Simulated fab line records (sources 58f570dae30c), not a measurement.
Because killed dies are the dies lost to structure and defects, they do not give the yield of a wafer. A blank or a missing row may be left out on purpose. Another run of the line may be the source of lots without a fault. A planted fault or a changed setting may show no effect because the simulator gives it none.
Which tool was responsible?	flow berkeley cmos170	14 lots, 42 wafers sampled, at 5 steps of a route of 331

== WHAT THE GAUGES SHOWED, per wafer ==
UCB170_NWELL_OVL_MEAS_12. Usual: NWELL_OVL gives 1 nm (standard deviation 5.7).
lot	measured	on	NWELL_OVL (nm)	flag
L148	day 2 07:48	overlay-01	8 2 9	
L154	day 3 21:13	overlay-01	-1 3 2	
L155	day 3 21:16	overlay-02	3 -5 -1	
L156	day 4 02:33	overlay-01	0 -2 -4	
L157	day 4 11:51	overlay-01	1 2 -4	
L158	day 4 12:01	overlay-02	7 0 6	
L160	day 5 06:29	overlay-01	0 5 1	
L165	day 6 07:34	overlay-01	-4 -2 1	
L166	day 6 07:50	overlay-02	4 0 5	
L167	day 6 16:43	overlay-01	4 -3 -3	
L168	day 6 21:56	overlay-02	10 -2 2	
L170	day 7 03:45	overlay-01	-2 7 -2	
L169	day 7 04:00	overlay-01	13 10 5	
L171	day 7 09:26	overlay-02	13 2 10	

UCB170_GATE_CD_MEAS_90: target cd 350 nm. Usual: cd nm reads 349.5 nm (standard deviation 1.7).
lot	measured	on	cd nm (nm)	flag
L148	day 7 04:13	cd sem-01	350.0 350.9 350.0	
L154	day 8 18:06	cd sem-02	350.1 350.3 350.5	
L155	day 8 17:59	cd sem-01	350.8 352.6 351.3	
L156	day 9 04:32	cd sem-02	- - -	OFF
L157	day 9 04:42	cd sem-02	- - -	OFF
L158	day 9 04:19	cd sem-01	349.1 348.2 349.4	
L160	day 9 21:34	cd sem-01	351.1 352.3 350.9	
L165	day 11 00:58	cd sem-02	349.4 348.7 349.4	
L166	day 11 00:47	cd sem-01	349.9 349.5 349.6	
L167	day 11 01:37	cd sem-02	347.7 347.4 348.5	
L168	day 11 01:23	cd sem-01	352.9 351.7 352.4	
L170	day 11 16:13	cd sem-01	347.3 347.7 347.8	
L169	day 11 15:57	cd sem-01	350.9 350.9 351.3	
L171	day 11 16:44	cd sem-01	350.5 350.0 349.5	

UCB170_SDANNEAL_RS_MEAS_02: a four-point-probe measurement. Usual: PSD_RS gives 75.7 ohm/sq (standard deviation 0.33).
lot	measured	on	PSD_RS (ohm/sq)	flag
L148	day 7 19:23	film metro-03	75.5 75.6 75.9	
L154	day 9 09:11	film metro-02	75.3 75.2 75.1	
L155	day 9 09:47	film metro-02	75.9 75.7 76.1	
L158	day 9 19:49	film metro-02	75.3 75.5 75.1	
L160	day 10 12:50	film metro-01	75.7 76.2 75.9	
L165	day 11 16:13	film metro-01	75.5 75.7 75.7	
L166	day 11 15:51	film metro-03	75.6 76.1 76.0	
L167	day 11 16:38	film metro-02	75.7 75.8 75.6	
L168	day 11 16:38	film metro-03	75.7 76.0 75.8	
L170	day 12 08:40	film metro-02	75.3 74.9 75.2	
L169	day 12 09:31	film metro-01	76.0 76.1 76.0	
L171	day 12 09:52	film metro-02	75.3 75.8 75.5	

UCB170_V2_OVL_MEAS_13. Usual: V2_OVL gives -5 nm (standard deviation 4.7).
lot	measured	on	V2_OVL (nm)	flag
L148	day 8 15:43	overlay-02	-1 -6 -6	
L154	day 10 03:31	overlay-01	-6 -6 -6	
L155	day 10 04:04	overlay-02	-4 -1 -5	
L158	day 10 13:32	overlay-01	-9 -6 -8	
L160	day 11 07:34	overlay-01	-8 -11 -7	
L165	day 12 12:32	overlay-02	-5 -8 -8	
L166	day 12 12:13	overlay-02	-6 -11 -7	
L167	day 12 13:23	overlay-01	-12 -10 -10	
L168	day 12 12:25	overlay-01	-11 -4 -1	
L170	day 13 01:56	overlay-02	-2 -5 -2	
L169	day 13 04:44	overlay-02	-7 -4 -9	
L171	day 13 05:28	overlay-02	0 -6 0	

== EACH LOT AND THE TOOL THAT RAN IT (in order: tool; ch and the chambers of the sampled wafers; start) ==
lot	UCB170_GATE_CVD_04
L148	lpcvd-01 ch 0, day 7 00:29
L154	lpcvd-01 ch 0, day 8 14:56
L155	lpcvd-01 ch 1, day 8 14:56
L156	lpcvd-02 ch 1, day 9 01:05
L157	lpcvd-02 ch 0, day 9 01:05
L158	lpcvd-02 ch 1, day 9 01:05
L160	lpcvd-02 ch 1, day 9 18:38
L165	lpcvd-02 ch 1, day 10 21:56
L166	lpcvd-02 ch 1, day 10 21:56
L167	lpcvd-02 ch 1, day 10 21:56
L168	lpcvd-02 ch 0, day 10 21:56
L170	lpcvd-01 ch 0, day 11 13:17
L169	lpcvd-01 ch 0, day 11 13:17
L171	lpcvd-01 ch 0, day 11 13:17
- UCB170_GATE_CVD_04: deposits poly-Si from SiH4, time 1440 s, target thk 214 nm.

== AS READ BY THE TOOLS THEMSELVES (means over the sampled wafers that have a number; for cases with no such wafer, the mark the record gives instead) ==
UCB170_GATE_CVD_04. Usual: pressure mtorr 374.8 mTorr, standard deviation 0.8; sih4 flow sccm 120.0 sccm, standard deviation 0.35.
lot	tool	pressure mtorr (mTorr)	sih4 flow sccm (sccm)	flag
L148	lpcvd-01	375.6	119.9	
L154	lpcvd-01	373.7	119.6	
L155	lpcvd-01	374.8	119.7	
L156	lpcvd-02	-	-	OFF
L157	lpcvd-02	-	-	OFF
L158	lpcvd-02	374.4	120.3	
L160	lpcvd-02	375.0	120.1	
L165	lpcvd-02	374.4	120.0	
L166	lpcvd-02	374.3	120.4	
L167	lpcvd-02	374.7	120.2	
L168	lpcvd-02	374.4	120.5	
L170	lpcvd-01	375.8	119.5	
L169	lpcvd-01	375.1	120.1	
L171	lpcvd-01	375.4	120.1	

== THE ANSWER, worked out from the rows above alone ==
Rule: a lot is off if the mean of its wafers that have a number lies more than 3 standard deviations from the usual mean. Also off: a lot with no number at a reading for which 4 or more lots have one. Where the step has rows for the other lots, those lots are counted as sound. Order of review: gauges by route order, followed by the tools' own readings, for which a lot's mean as printed above is used. At the first step where some lot is off, the reading lying furthest off is the one used; lots without a number count as furthest.
Off, at UCB170_GATE_CD_MEAS_90 on cd nm: L156, L157. Without a number there: L156, L157.
A tool fits if, at a process step before that reading, it ran every lot that is off, and no sound lot after the first of them. The gauges at UCB170_GATE_CD_MEAS_90 aren't tried: what is off there is off at UCB170_GATE_CVD_04 too, on other tools, and a gauge's error can't cause that. None of those tried fits.

== WHAT THE SIMULATOR HAD INSERTED ==
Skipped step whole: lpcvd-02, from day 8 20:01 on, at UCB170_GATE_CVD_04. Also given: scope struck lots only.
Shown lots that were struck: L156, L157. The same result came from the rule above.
